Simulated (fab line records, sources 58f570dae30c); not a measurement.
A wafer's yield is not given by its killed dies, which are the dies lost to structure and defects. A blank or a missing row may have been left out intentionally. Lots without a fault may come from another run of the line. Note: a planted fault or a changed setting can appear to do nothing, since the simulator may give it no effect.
Split-lot trial	flow berkeley_cmos170	23 wafers read from 5 lots, route of 331 steps

## SPLIT DETAILS
At UCB170_PSD_EXPOSE_03 (exposes mask PSELECT MOD, target cd 1200 nm), the setting dose_mj was moved away from the recipe's 30 on 6 of the 23 wafers read, by -5.6% to +5.3%. All remaining wafers had this setting at the recipe value.

## FROM THE SPLIT TO THE READING: what the file shows between them, 2 steps
- UCB170_PSD_PEB_04
- UCB170_PSD_DEVELOP_05: develop time 45 s

## THE READING
Shown in nm: cd_nm at UCB170_PSD_CD_MEAS_06, with target cd 1200 nm. Fault-free wafers of this fab line usually give 1200.4 nm, standard deviation 1.4 nm.

wafer	tool, chamber at the split	dose_mj as run	against the recipe	cd_nm, nm	against lot-mates on the recipe
L078.1	krf_scanner-02, 0	30	recipe	1200.5	-
L078.2	krf_scanner-02, 0	30	recipe	1200.6	-
L078.4	krf_scanner-02, 0	30	recipe	1199.8	-
L078.5	krf_scanner-02, 0	30	recipe	1199.6	-
L078.6	krf_scanner-02, 0	30	recipe	1198.3	-
L079.1	krf_scanner-02, 0	30	recipe	1200.3	-
L079.3	krf_scanner-02, 0	30	recipe	1200.3	-
L079.4	krf_scanner-02, 0	30	recipe	1200.6	-
L081.1	krf_scanner-02, 0	30	recipe	1200.1	-
L081.2	krf_scanner-02, 0	28.32	-5.6%	1190.6	-10.1
L081.4	krf_scanner-02, 0	30	recipe	1200.8	-
L081.5	krf_scanner-02, 0	30	recipe	1201.1	-
L081.6	krf_scanner-02, 0	28.32	-5.6%	1190.3	-10.4
L083.1	krf_scanner-01, 0	30	recipe	1200.1	-
L083.2	krf_scanner-01, 0	30	recipe	1201.9	-
L083.3	krf_scanner-01, 0	28.48	-5.1%	1192.6	-8.4
L083.4	krf_scanner-01, 0	30	recipe	1201.1	-
L083.6	krf_scanner-01, 0	28.48	-5.1%	1192.9	-8.1
L084.1	krf_scanner-02, 0	30	recipe	1201.1	-
L084.2	krf_scanner-02, 0	30	recipe	1201.6	-
L084.4	krf_scanner-02, 0	31.6	+5.3%	1209.7	+8.1
L084.5	krf_scanner-02, 0	31.6	+5.3%	1210.9	+9.3
L084.6	krf_scanner-02, 0	30	recipe	1202.0	-

THE FIT
A straight line over all 23 wafers: cd_nm changes by +1.74 nm for each +1% of dose_mj; r = +0.98; the points scatter about the line by 0.88 nm.
The same after taking each lot's own level away (the mean of its wafers on the recipe; 23 wafers): +1.7 nm for each +1%; r = +0.99; scatter 0.62 nm.
According to that fit, moving dose_mj by its largest amount changes the reading by 9.5 nm.
Across the lots, their own levels run from 1199.76 to 1201.57 nm, a range of 1.3 times the standard deviation given above.
Hence the lot-to-lot level has little effect on the slope; both slopes agree.
Check: for one of the wafers moved furthest among these (-5.6%), held out of the fit, the line's prediction against its lot-mates is -9.47 nm. It came out at -10.1 nm against them.

## OTHER SPLITS ON THESE WAFERS
Other splits were also applied to these wafers ahead of the reading. Each is held against what the fit with the lots' levels taken away leaves over:
other split on the same wafers	wafers away from the commonest value	r with cd_nm (lot level and that fit taken away)
UCB170_PFIELD_IMPLANT_07 dose_cm2	8	+0.06
UCB170_FIELD_OXIDATION_01 temp_c	10	-0.11
UCB170_NVT_COAT_01 resist_thk_nm	9	+0.27
UCB170_GATE_COAT_07 spin_rpm	8	-0.26
UCB170_PLDD_EXPOSE_03 dose_mj	7	-0.08
UCB170_PLDD_IMPLANT_09 energy_kev	8	-0.39

## FILE'S OWN FIT
cd_nm changes by +1.7 nm for each +1% of dose_mj, r = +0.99.
